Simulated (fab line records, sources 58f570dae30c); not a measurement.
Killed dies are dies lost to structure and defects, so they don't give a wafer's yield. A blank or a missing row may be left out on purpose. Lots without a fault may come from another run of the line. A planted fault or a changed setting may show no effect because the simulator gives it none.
A struck lot beside a sound one | flow berkeley_cmos170 | 14 steps out of a route of 331
Sound: wafers L451.4, L451.5, L451.6. Struck: wafers L439.1, L439.2, L439.4. The cause comes at the end.
At each step with rows: each side's tool, then ch and its chambers, then its first start. Under that, the readings that differ: sound wafers | struck wafers | difference of the means | sigmas: that difference in standard deviations of wafers without a fault.
alike: readings whose means differ by less than 2 such deviations, and words and numbers that are the same on both sides. not compared: withheld readings, readings that some wafer has no value for, bounds like >300 that may hide the same value, and numbers for which the record gives no deviation and whose values overlap.
The two part at a step that has a row with sigmas, a row that says differs or no value, or rows on one side only. Numbers that don't overlap but have no deviation are shown without sigmas and don't part them. A reading that every wafer of one side lacks parts them only if that side has two wafers or more.

UCB170_CONTACT_STRIP_06: strips in O2.
  sound on plasma_asher-04 ch 0,1, day 11 08:29; struck on plasma_asher-04 ch 0,1, day 8 18:05
  alike: drypump_motor_current_A, oes_product_au, strip_time_to_endpoint_s
  not compared: rf_hours_counter_h
then, 1 step without rows for these wafers: UCB170_CONTACT_CLEAN_07 (cleans in SPM, time 600 s).
UCB170_CONTACT_RTA_08: time 10 s.
  sound on rtp_anneal-01 ch 0, day 11 10:10; struck on rtp_anneal-01 ch 0, day 8 18:26
  alike: lamp_power_pct, wafer_temp_C_max
then, 6 steps without rows for these wafers: UCB170_CONTACT_COAT_09; UCB170_CONTACT_COAT_10 (resist thk 900 nm); UCB170_CONTACT_SOFTBAKE_11 (time 57.77 s); UCB170_CONTACT_EXPOSE_12 (exposes mask CONT, target cd 700 nm); UCB170_CONTACT_PEB_13; UCB170_CONTACT_DEVELOP_14 (develop time 45 s).
UCB170_CONTACT_CD_MEAS_15: target cd 700 nm.
  sound on cd_sem-02, day 11 11:13; struck on cd_sem-01, day 8 19:35
  alike: cd_nm
UCB170_CONTACT_OVL_MEAS_16:
  sound on overlay-01, day 11 11:18; struck on overlay-01, day 8 19:42
  alike: CONTACT_OVL
UCB170_CONTACT_ETCH_17: etches BARC in N2/H2.
  sound on rie_diel-03 ch 0,1, day 11 11:19; struck on rie_diel-04 ch 0,2,3, day 8 19:44
  reading                     | sound       | struck      | difference | sigmas
  drypump_motor_current_A (A) | 6.2 6.6 6.2 | 5.7 4.8 5.5 | -1.0       | -2
  alike: oes_product_au, throttle_valve_pct
UCB170_CONTACT_ETCH_18: etches PSG in CHF3/CF4/Ar, stops on TiSi2, target depth 840 nm, time 195 s.
  sound on rie_diel-03 ch 0,1, day 11 11:00; struck on rie_diel-04 ch 0,2,3, day 8 19:00
  reading                                  | sound             | struck            | difference | sigmas
  drypump_motor_current_A (A)              | 6.2 6.5 6.2       | 5.7 4.8 5.5       | -1.0       | -2
  oes_product_au (a.u.)                    | 0.919 0.884 0.931 | 1.036 1.021 1.013 | +0.112     | +7
  run_length_s (s)                         | 223.2 223.0 222.8 | 175.1 174.6 174.5 | -48.3      | -99 or more
  model.CONTACT.feature_depth_nm (nm)      | 702.1 702.2 710   | 655.3 631.7 629.5 | -65.9      |
  model.etch.depth_nm (nm)                 | 702.1 702.2 710   | 655.3 631.7 629.5 | -65.9      |
  model.KrF_of_CONTACT_COAT_10.thk_nm (nm) | 691.2 689.3 688.8 | 730.2 739.7 739.4 | +46.7      |
  alike: throttle_valve_pct
  not compared: rf_hours_counter_h
UCB170_CONTACT_STRIP_19: strips in O2.
  sound on plasma_asher-04 ch 0,1, day 11 11:31; struck on plasma_asher-04 ch 0,1, day 8 19:54
  alike: drypump_motor_current_A, oes_product_au
  not compared: rf_hours_counter_h

WHERE THEY PART
First at UCB170_CONTACT_ETCH_17; last, within this record, at UCB170_CONTACT_ETCH_18. Later steps at which nothing parts them and some readings are alike: UCB170_CONTACT_STRIP_19.

WHY: what the simulator had put in
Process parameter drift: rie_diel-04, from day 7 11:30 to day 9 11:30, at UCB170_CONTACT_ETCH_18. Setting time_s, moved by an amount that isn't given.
